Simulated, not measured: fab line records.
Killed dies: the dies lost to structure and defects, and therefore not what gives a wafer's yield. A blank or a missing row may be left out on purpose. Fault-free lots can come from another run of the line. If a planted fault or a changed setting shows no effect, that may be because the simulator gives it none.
The tool behind it: which one?    flow ritCmos    42 wafers from 14 lots sampled at 5 of the route's 202 steps

## WHAT EACH GAUGE READ, for each wafer
RIT_ACTIVE_THK_MEAS_04.
lot   measured     on            ACTIVE_NITRIDE_THK (nm)
L386  day 1 14:15  filmMetro-02  151.0 150.9 152.8
L387  day 1 18:32  filmMetro-02  151.2 150.6 150.8
L388  day 2 00:04  filmMetro-02  150.7 149.3 149.3
L389  day 2 06:19  filmMetro-02  148.9 149.1 149.9
L390  day 2 09:39  filmMetro-01  150.7 151.2 149.6
L393  day 3 02:28  filmMetro-02  150.5 149.6 149.7
L394  day 3 06:38  filmMetro-02  148.3 149.1 147.5
L395  day 3 12:01  filmMetro-01  147.6 149.7 147.8
L399  day 4 07:43  filmMetro-01  150.1 149.1 149.8
L401  day 4 17:49  filmMetro-02  147.6 147.4 147.4
L403  day 5 04:35  filmMetro-01  151.9 152.4 151.7
L407  day 5 23:14  filmMetro-01  150.7 151.3 149.4
L408  day 6 05:56  filmMetro-01  150.7 150.3 150.6
L409  day 6 10:38  filmMetro-01  148.9 149.1 149.0

RIT_WELLDRIVE_RS_MEAS_01: the measuring method here is four-point-probe.
lot   measured     on            NWELL_RS (ohm/sq)
L386  day 2 07:11  filmMetro-04  275.5 276.5 276.2
L387  day 2 15:01  filmMetro-04  276.6 275.6 276.2
L388  day 2 22:02  filmMetro-04  276.8 275.8 275.4
L389  day 3 00:50  filmMetro-02  276.6 276.0 277.4
L390  day 3 08:36  filmMetro-02  276.2 275.6 276.5
L393  day 3 21:37  filmMetro-02  253.3 252.7 253.6
L394  day 4 01:46  filmMetro-02  275.8 275.4 275.7
L395  day 4 06:47  filmMetro-04  253.1 253.8 254.3
L399  day 5 01:11  filmMetro-02  276.3 276.5 276.0
L401  day 5 11:29  filmMetro-04  274.4 274.3 275.0
L403  day 5 23:03  filmMetro-04  276.2 276.6 276.0
L407  day 6 16:23  filmMetro-04  274.4 273.0 274.7
L408  day 6 21:32  filmMetro-02  275.8 275.7 276.0
L409  day 7 02:36  filmMetro-02  275.5 275.5 275.5

RIT_WELLDRIVE_RS_MEAS_02: the measuring method here is four-point-probe.
lot   measured     on            PWELL_RS (ohm/sq)
L386  day 2 07:18  filmMetro-04  430.2 430.7 430.5
L387  day 2 15:08  filmMetro-04  429.6 429.2 429.2
L388  day 2 22:10  filmMetro-04  430.0 429.7 429.5
L389  day 3 00:58  filmMetro-02  430.3 429.7 430.1
L390  day 3 08:43  filmMetro-02  430.4 430.1 429.2
L393  day 3 21:44  filmMetro-02  405.8 405.1 406.5
L394  day 4 01:53  filmMetro-02  429.5 430.6 430.6
L395  day 4 06:54  filmMetro-04  404.0 405.3 404.8
L399  day 5 01:19  filmMetro-02  427.6 427.9 429.8
L401  day 5 11:36  filmMetro-04  428.2 426.4 428.0
L403  day 5 23:10  filmMetro-04  428.5 428.0 429.6
L407  day 6 16:31  filmMetro-04  428.5 429.3 430.3
L408  day 6 21:39  filmMetro-02  427.5 427.4 428.0
L409  day 7 02:43  filmMetro-02  430.3 429.5 429.9

RIT_GATE_THK_MEAS_07.
lot   measured     on            GATE_OXIDE_THK (nm)
L386  day 2 19:44  filmMetro-02  3.01 2.99 3.03
L387  day 2 23:36  filmMetro-01  2.87 2.88 2.88
L388  day 3 05:23  filmMetro-02  3.07 2.99 3.03
L389  day 3 09:24  filmMetro-02  3.06 3.07 3.05
L390  day 3 18:16  filmMetro-02  2.90 2.94 2.92
L393  day 4 06:29  filmMetro-04  2.95 3.03 2.97
L394  day 4 08:07  filmMetro-04  2.96 3.04 3.01
L395  day 4 14:24  filmMetro-04  2.98 2.98 2.92
L399  day 5 07:13  filmMetro-04  3.04 3.04 2.98
L401  day 5 17:34  filmMetro-02  3.04 2.99 3.03
L403  day 6 04:49  filmMetro-01  2.92 2.95 2.92
L407  day 6 22:08  filmMetro-01  3.04 3.04 3.06
L408  day 7 06:17  filmMetro-01  2.96 3.03 3.01
L409  day 7 15:13  filmMetro-02  3.00 2.92 3.04

## WHAT TOOL EACH LOT RAN ON (gives the tool, then ch and the chambers of the sampled wafers, and finally the start)
lot   RIT_WELLDRIVE_ANNEAL_00
L386  furnace-01 ch 0, day 2 02:06
L387  furnace-04 ch 0, day 2 09:56
L388  furnace-04 ch 0, day 2 16:58
L389  furnace-01 ch 0, day 2 19:44
L390  furnace-03 ch 0, day 3 03:31
L393  furnace-04 ch 0, day 3 16:30
L394  furnace-03 ch 0, day 3 20:39
L395  furnace-04 ch 0, day 4 01:41
L399  furnace-03 ch 0, day 4 20:04
L401  furnace-03 ch 0, day 5 06:23
L403  furnace-01 ch 0, day 5 17:55
L407  furnace-03 ch 0, day 6 11:18
L408  furnace-01 ch 0, day 6 16:25
L409  furnace-01 ch 0, day 6 21:29
- RIT_WELLDRIVE_ANNEAL_00: time 14700 s.

## AS READ BY THE TOOLS THEMSELVES (means over the sampled wafers that have a number; for cases with no such wafer, the mark the record gives instead)
RIT_WELLDRIVE_ANNEAL_00.
lot   tool        spikeTcCentreC (C)  spikeTcLoadC (C)  spikeTcSourceC (C)  tubeCenterTempC (C)  tube_center_temp_C_max  zonePowerSourcePct (%)
L386  furnace-01  1101.2              1126.3            1132.1              1100                 1102.8                  39.8
L387  furnace-04  1102.1              1127.2            1126.0              1100                 1102.7                  43.3
L388  furnace-04  1102.6              1126.3            1127.0              1100                 1103.8                  43.3
L389  furnace-01  1100.1              1126.4            1130.5              1100                 1102.6                  39.7
L390  furnace-03  1103.0              1131.8            1130.4              1100                 1102.7                  38.7
L393  furnace-04  1124.4              1148.5            1148.7              1122                 1124.5                  45.7
L394  furnace-03  1102.2              1130.8            1129.7              1100                 1102.6                  38.6
L395  furnace-04  1125.4              1148.1            1148.9              1122                 1125.7                  45.6
L399  furnace-03  1101.8              1132.3            1131.4              1100                 1102.8                  39.0
L401  furnace-03  1103.0              1131.4            1130.7              1100                 1102.8                  38.9
L403  furnace-01  1101.2              1126.5            1130.2              1100                 1102.8                  39.7
L407  furnace-03  1102.4              1131.6            1130.7              1100                 1103.0                  38.5
L408  furnace-01  1101.9              1127.3            1130.1              1100                 1102.7                  39.6
L409  furnace-01  1101.3              1127.5            1130.8              1100                 1102.5                  39.5

## THE ANSWER, worked out from the rows above alone
Rule: usual is defined by the lots themselves. Put in order of their means at a reading, lots are off if they are a third of the lots or fewer, leave a main group of 4 or more, and stand apart from it by a gap of 3 or more times the standard deviation of the main group's means; of several such gaps the widest counts. A main group whose means are all the same, to the digits that the tables above print for the reading, isn't used. Also off: a lot with no number at a reading for which 4 or more lots have one. The other lots that the step has rows for count as sound. First the gauges in route order, then the tools' own readings, where a lot's mean is used as printed above. At the first step where some lot is off, the reading lying furthest off is the one used; lots without a number count as furthest.
Off: at RIT_WELLDRIVE_RS_MEAS_01 (NWELL_RS), L393, L395. The main group has a mean of 275.8 ohm/sq with a standard deviation of 0.72.
If a tool, at a process step before that reading, ran all the lots that are off and no sound lot after the first of them, it fits. Not tried: the gauges at RIT_WELLDRIVE_RS_MEAS_01; whatever is off there is also off at RIT_WELLDRIVE_ANNEAL_00, on other tools, and gauge error can't account for it. One fits: furnace-04 at RIT_WELLDRIVE_ANNEAL_00. Its last sound lot is L388 (day 2 16:58), its first lot that is off L393 (day 3 16:30): a fault that began between those two fits.
The tool's own readings at RIT_WELLDRIVE_ANNEAL_00 bear it out: on the lots that are off they differ by more than 5 times the standard deviation of the sound lots' means. spikeTcCentreC reads 1124.9 C there against 1101.9 C on the sound lots; spikeTcLoadC reads 1148.3 C there against 1128.8 C on the sound lots; spikeTcSourceC reads 1148.8 C there against 1130.0 C on the sound lots; tubeCenterTempC reads 1122 C there against 1100 C on the sound lots; tube_center_temp_C_max reads 1125.1 there against 1102.8 on the sound lots.

## WHAT WAS PUT IN BY THE SIMULATOR
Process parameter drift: furnace-04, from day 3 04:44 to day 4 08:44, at RIT_WELLDRIVE_ANNEAL_00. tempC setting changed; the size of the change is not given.
Shown lots that were struck: L393, L395. The same result came from the rule above.
